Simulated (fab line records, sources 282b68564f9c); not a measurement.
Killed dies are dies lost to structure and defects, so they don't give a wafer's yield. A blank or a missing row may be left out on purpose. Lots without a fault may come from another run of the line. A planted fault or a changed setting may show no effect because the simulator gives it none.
Which tool did it? | flow rit_cmos | 14 lots, 42 wafers sampled, at 2 steps of a route of 202

WHAT THE GAUGES READ, wafer by wafer
RIT_FOX1_THK_MEAS_01.
lot  | measured    | on            | FOX1_OXIDE_THK (nm)
L894 | day 1 19:32 | film_metro-01 | 348 345 341
L895 | day 2 01:19 | film_metro-04 | 370 361 369
L896 | day 2 06:10 | film_metro-04 | 356 357 360
L897 | day 2 09:25 | film_metro-01 | 357 354 349
L898 | day 2 13:22 | film_metro-01 | 358 351 355
L899 | day 2 19:22 | film_metro-01 | 280 277 281
L900 | day 2 23:05 | film_metro-04 | 282 274 287
L901 | day 3 05:23 | film_metro-03 | 341 347 353
L902 | day 3 12:18 | film_metro-04 | 273 270 278
L910 | day 5 01:23 | film_metro-01 | 348 345 347
L912 | day 5 12:43 | film_metro-03 | 344 348 350
L915 | day 6 03:26 | film_metro-03 | 343 342 349
L916 | day 6 09:16 | film_metro-01 | 357 354 355
L917 | day 6 14:41 | film_metro-04 | 353 353 355

WHICH TOOL RAN EACH LOT (tool, then ch and the chambers of the sampled wafers, then the start)
lot  | RIT_FOX1_OXIDATION_00
L894 | furnace-03 ch 0, day 1 18:12
L895 | furnace-01 ch 0, day 1 23:59
L896 | furnace-04 ch 0, day 2 04:52
L897 | furnace-04 ch 0, day 2 08:07
L898 | furnace-04 ch 0, day 2 12:04
L899 | furnace-04 ch 0, day 2 18:03
L900 | furnace-04 ch 0, day 2 21:46
L901 | furnace-03 ch 0, day 3 04:03
L902 | furnace-04 ch 0, day 3 10:58
L910 | furnace-01 ch 0, day 5 00:04
L912 | furnace-01 ch 0, day 5 11:24
L915 | furnace-03 ch 0, day 6 02:08
L916 | furnace-03 ch 0, day 6 07:57
L917 | furnace-03 ch 0, day 6 13:23
- RIT_FOX1_OXIDATION_00: target thk 350.7 nm, ox time 1130 s.

WHAT THE TOOLS THEMSELVES READ (means of the sampled wafers that have a number; where no wafer has one, the mark that the record gives instead)
RIT_FOX1_OXIDATION_00.
lot  | tool       | spike_tc_centre_C (C) | spike_tc_load_C (C) | spike_tc_source_C (C) | tube_center_temp_C (C) | tube_center_temp_C_max | zone_power_load_pct (%)
L894 | furnace-03 | 1102.3                | 1130.8              | 1128.6                | 1100                   | 1102.8                 | 43.8
L895 | furnace-01 | 1101.2                | 1131.2              | 1127.1                | 1100                   | 1102.6                 | 44.9
L896 | furnace-04 | 1101.5                | 1127.5              | 1123.3                | 1100                   | 1102.5                 | 42.2
L897 | furnace-04 | 1100.9                | 1127.5              | 1124.1                | 1100                   | 1102.7                 | 42.1
L898 | furnace-04 | 1100.4                | 1127.7              | 1123.1                | 1100                   | 1102.4                 | 42.5
L899 | furnace-04 | 1060.9                | 1086.5              | 1082.9                | 1060                   | 1062.9                 | 38.5
L900 | furnace-04 | 1061.0                | 1087.0              | 1083.6                | 1060                   | 1063.2                 | 38.8
L901 | furnace-03 | 1102.4                | 1131.7              | 1128.4                | 1100                   | 1102.8                 | 43.3
L902 | furnace-04 | 1061.5                | 1085.6              | 1082.9                | 1060                   | 1062.9                 | 38.8
L910 | furnace-01 | 1102.4                | 1130.7              | 1128.1                | 1100                   | 1102.3                 | 45.0
L912 | furnace-01 | 1101.9                | 1130.3              | 1127.3                | 1100                   | 1102.8                 | 44.3
L915 | furnace-03 | 1101.5                | 1130.4              | 1129.5                | 1100                   | 1102.7                 | 43.5
L916 | furnace-03 | 1101.2                | 1130.1              | 1127.6                | 1100                   | 1102.7                 | 43.0
L917 | furnace-03 | 1102.6                | 1131.9              | 1128.6                | 1100                   | 1102.9                 | 43.2

THE ANSWER, worked out from the rows above alone
Rule: what is usual is taken from the lots themselves. Put in order of their means at a reading, lots are off if they are a third of the lots or fewer, leave a main group of 4 or more, and stand apart from it by a gap of 3 or more times the standard deviation of the main group's means; of several such gaps the widest counts. A main group whose means are all the same, to the digits that the tables above print for the reading, isn't used. A lot without any number at a reading at which 4 lots or more have one is off too. The other lots that the step has rows for count as sound. The gauges are gone through in route order, then the tools' own readings, and for those a lot's mean is taken as printed above. The first step at which some lot is off is used, and at that step the reading that is off furthest; a lot without a number counts as furthest.
Off: L899, L900, L902, at RIT_FOX1_THK_MEAS_01 (FOX1_OXIDE_THK). The main group: mean 352 nm, standard deviation 6.4.
A tool fits if, at a process step before that reading, it ran every lot that is off, and no sound lot after the first of them. The gauges at RIT_FOX1_THK_MEAS_01 aren't tried: what is off there is off at RIT_FOX1_OXIDATION_00 too, on other tools, and a gauge's error can't cause that. One fits: furnace-04 at RIT_FOX1_OXIDATION_00. Its last sound lot is L898 (day 2 12:04), its first lot that is off L899 (day 2 18:03): a fault that began between those two fits.
The tool's own readings at RIT_FOX1_OXIDATION_00 bear it out: on the lots that are off they differ by more than 5 times the standard deviation of the sound lots' means. spike_tc_centre_C reads 1061.1 C there against 1101.7 C on the sound lots; spike_tc_load_C reads 1086.4 C there against 1130.0 C on the sound lots; spike_tc_source_C reads 1083.1 C there against 1126.9 C on the sound lots; tube_center_temp_C reads 1060 C there against 1100 C on the sound lots; tube_center_temp_C_max reads 1063.0 there against 1102.7 on the sound lots.

WHAT THE SIMULATOR HAD PUT IN
Process parameter drift: furnace-04, from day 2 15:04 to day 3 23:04, at RIT_FOX1_OXIDATION_00. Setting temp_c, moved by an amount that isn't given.
Lots struck among those shown: L899, L900, L902. The rule above found the same.
